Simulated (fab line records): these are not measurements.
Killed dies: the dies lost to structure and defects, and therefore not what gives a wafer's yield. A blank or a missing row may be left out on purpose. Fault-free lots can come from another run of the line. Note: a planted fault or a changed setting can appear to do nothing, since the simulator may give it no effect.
Which tool was responsible? || flow berkeleyCmos170 || Sampling: 7 lots, 21 wafers, 2 of 331 route steps

## WHAT THE GAUGES READ, wafer by wafer
UCB170_PWELL_THK_MEAS_06.
{"lot": "L190", "measured": "day 4 08:49", "on": "filmMetro-01", "PWELL_NITRIDE_THK (nm)": "219.9 219.6 220.6"}
{"lot": "L195", "measured": "day 5 15:12", "on": "filmMetro-03", "PWELL_NITRIDE_THK (nm)": "218.3 217.6 217.1"}
{"lot": "L199", "measured": "day 5 19:47", "on": "filmMetro-04", "PWELL_NITRIDE_THK (nm)": "221.6 223.7 223.4"}
{"lot": "L201", "measured": "day 6 07:45", "on": "filmMetro-04", "PWELL_NITRIDE_THK (nm)": "221.0 218.5 219.7"}
{"lot": "L205", "measured": "day 7 08:56", "on": "filmMetro-01", "PWELL_NITRIDE_THK (nm)": "217.6 218.8 217.1"}
{"lot": "L207", "measured": "day 7 19:10", "on": "filmMetro-01", "PWELL_NITRIDE_THK (nm)": "217.7 219.6 218.5"}
{"lot": "L208", "measured": "day 8 01:47", "on": "filmMetro-01", "PWELL_NITRIDE_THK (nm)": "220.9 223.8 222.2"}

## WHAT TOOL EACH LOT RAN ON (gives the tool, then ch and the chambers of the sampled wafers, and finally the start)
{"lot": "L190", "UCB170_ZERO_ETCH_06": "rieDiel-02 ch 0,1,3, day 2 21:08"}
{"lot": "L195", "UCB170_ZERO_ETCH_06": "rieDiel-03 ch 2,3, day 3 19:11"}
{"lot": "L199", "UCB170_ZERO_ETCH_06": "rieDiel-02 ch 0,1,2, day 4 15:49"}
{"lot": "L201", "UCB170_ZERO_ETCH_06": "rieDiel-02 ch 0,1,3, day 5 00:45"}
{"lot": "L205", "UCB170_ZERO_ETCH_06": "rieDiel-03 ch 0,1,2, day 5 23:23"}
{"lot": "L207", "UCB170_ZERO_ETCH_06": "rieDiel-01 ch 1,2, day 6 06:47"}
{"lot": "L208", "UCB170_ZERO_ETCH_06": "rieDiel-03 ch 0,3, day 6 14:41"}
- UCB170_ZERO_ETCH_06: etches SiO2 in CHF3/CF4/Ar, time 12 s.

## THE ANSWER, worked out from the rows above alone
Rule: the lots themselves supply what counts as usual. Put in order of their means at a reading, lots are off if they are a third of the lots or fewer, leave a main group of 4 or more, and stand apart from it by a gap of 3 or more times the standard deviation of the main group's means; of several such gaps the widest counts. The tables above print the reading to a certain number of digits; a main group whose means all agree to those digits is not used. Also off: a lot with no number at a reading for which 4 or more lots have one. All remaining lots with rows at the step are treated as sound.
None of the lots is off at any reading shown; this tells nothing.

## WHAT THE SIMULATOR PUT IN
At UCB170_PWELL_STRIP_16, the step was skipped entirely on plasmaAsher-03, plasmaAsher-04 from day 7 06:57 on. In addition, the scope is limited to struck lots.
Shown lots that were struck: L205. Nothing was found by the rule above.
